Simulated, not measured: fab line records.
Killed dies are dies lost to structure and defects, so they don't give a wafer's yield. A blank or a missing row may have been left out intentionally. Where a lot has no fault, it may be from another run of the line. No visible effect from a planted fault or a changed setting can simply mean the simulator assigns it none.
A struck lot beside a sound one    flow ritCmos    21 steps out of a route of 202
Sound: wafers L673.1, L673.2, L673.3. Wafers L676.2, L676.4, L676.5 were the ones struck. At the end, the cause is stated.
At each step with rows: each side's tool, then ch and its chambers, then its first start. Under that, the readings that differ: sound wafers    struck wafers    difference of the means    sigmas: that difference in standard deviations of wafers without a fault.
alike: readings whose means differ by less than 2 such deviations, and words and numbers that are the same on both sides. not compared: withheld readings, readings that some wafer has no value for, bounds like >300 that may hide the same value, and numbers for which the record gives no deviation and whose values overlap.
Wherever a step has rows on one side only, a row that says differs or no value, or a row with sigmas, the two part there. Numbers that don't overlap but have no deviation are shown without sigmas and don't part them. Lack of a reading on every wafer of one side parts them only where that side has two or more wafers.

first, 1 step without rows for these wafers: RIT_SILICIDE_WET_ETCH_00 (etches SiO2 in BOE, target depth 14 nm, time 15 s).
RIT_SILICIDE_SPUTTER_01: material Ti, target thk 30 nm, time 240 s.
  struck on pvdSputter-02, day 5 06:24; sound on pvdSputter-01, day 4 09:09
  alike: throttleValvePct
RIT_SILICIDE_RS_MEAS_02: uses a four-point probe to measure.
  struck on filmMetro-03, day 5 06:34; sound on filmMetro-01, day 4 09:18
  alike: SILICIDE_TI_RS
RIT_SILICIDE_THK_MEAS_03: measures by xrf.
  struck on filmMetro-03, day 5 06:41; sound on filmMetro-01, day 4 09:25
  alike: SILICIDE_TI_THK
RIT_SILICIDE_RTA_04: time 10 s, ramp up 5 s, ramp down 5 s.
  sound on rtpAnneal-02 ch 0, day 4 09:29; struck on rtpAnneal-02 ch 0, day 5 06:44
  alike: chamberO2Ppm, wafer_temp_C_max
then, 1 step without rows for these wafers: RIT_SILICIDE_WET_ETCH_05 (etches Ti in SPM, time 120 s).
RIT_SILICIDE_RTA_06: time 10 s, ramp up 5 s, ramp down 10 s.
  sound on rtpAnneal-02 ch 0, day 4 09:35; struck on rtpAnneal-02 ch 0, day 5 06:51
  alike: chamberO2Ppm, wafer_temp_C_max
RIT_CONTACT_CVD_00: deposits SiO2 from TEOS, target thk 400 nm, time 61 s.
  sound on pecvd-02 ch 0,1,2, day 4 09:40; struck on pecvd-02 ch 0,1, day 5 06:54
  alike: heaterPowerW
RIT_CONTACT_THK_MEAS_01:
  struck on filmMetro-03, day 5 06:58; sound on filmMetro-01, day 4 09:43
  alike: CONTACT_TEOS_THK
then, 3 steps without rows for these wafers: RIT_CONTACT_HMDS_02 (prime time 60 s); RIT_CONTACT_COAT_03 (resist thk 1000 nm); RIT_CONTACT_SOFTBAKE_04 (time 60 s).
RIT_CONTACT_EXPOSE_05: exposes mask M11, target cd 1000 nm.
  sound on ilineStepper-02 ch 0, day 4 10:13; struck on ilineStepper-01 ch 0, day 5 07:29
reading            sound                 struck                difference  sigmas
exposureDoseMJCm2  249.97 250.18 250.12  264.61 264.84 264.65  +14.61      +54
  alike: mask
then, 2 steps without rows for these wafers: RIT_CONTACT_PEB_06; RIT_CONTACT_DEVELOP_07 (develop time 120 s).
RIT_CONTACT_CD_MEAS_08 targets a cd of 1000 nm.
  struck on cdSem-02, day 5 08:00; sound on cdSem-01, day 4 10:44
reading    sound              struck                difference  sigmas
cdNm (nm)  993.2 993.9 995.3  1012.9 1016.0 1015.6  +20.7       +10
RIT_CONTACT_OVL_MEAS_09:
  struck on overlay-02, day 5 08:06; sound on overlay-02, day 4 10:52
  alike: CONTACT_OVL
then, 1 step without rows for these wafers: RIT_CONTACT_HARDBAKE_10 (time 60 s).
RIT_CONTACT_ETCH_11: etches SiO2 in CHF3/CF4/Ar, stops on TiSi2, target depth 480 nm, time 320 s.
  sound on rieDiel-01 ch 0,1,3, day 4 11:02; struck on rieDiel-04 ch 2,3, day 5 08:26
reading                  sound              struck          difference  sigmas
model.CONTACT.cdNm (nm)  993.9 994.4 995.4  1013 1016 1016  +20         
  alike: drypumpMotorCurrentA, oesProductAu, throttleValvePct
  not compared: rfHoursCounterH
RIT_CONTACT_STRIP_12: strips in O2, time 180 s.
  sound on plasmaAsher-02 ch 0,1, day 4 11:14; struck on plasmaAsher-01 ch 1, day 5 08:38
  alike: drypumpMotorCurrentA
  not compared: rfHoursCounterH
RIT_M1_PROBE_99:
  struck on prober-01, day 5 13:49; sound on prober-01, day 4 18:07
reading                                 sound              struck             difference  sigmas
model.etest.contactToGate.bvLeftV (V)   93.14 92.63 91.6   86.75 85.94 86.21  -6.16       
model.etest.contactToGate.bvRightV (V)  90.79 92.26 90.83  86.95 86.92 84.22  -5.26       
  alike: killedAtContacts, killedAtFrontEnd, killedDies, killedOpen, killedShort

WHERE THEY PART
Last at RIT_CONTACT_CD_MEAS_08 as far as this record goes, first at RIT_CONTACT_EXPOSE_05. Later steps at which nothing parts them and some readings are alike: RIT_CONTACT_OVL_MEAS_09, RIT_CONTACT_ETCH_11, RIT_CONTACT_STRIP_12, RIT_M1_PROBE_99.

WHY: what had been put in by the simulator
Process parameters drifting: ilineStepper-01 at RIT_CONTACT_EXPOSE_05, beginning at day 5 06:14. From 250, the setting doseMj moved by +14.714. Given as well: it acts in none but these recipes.
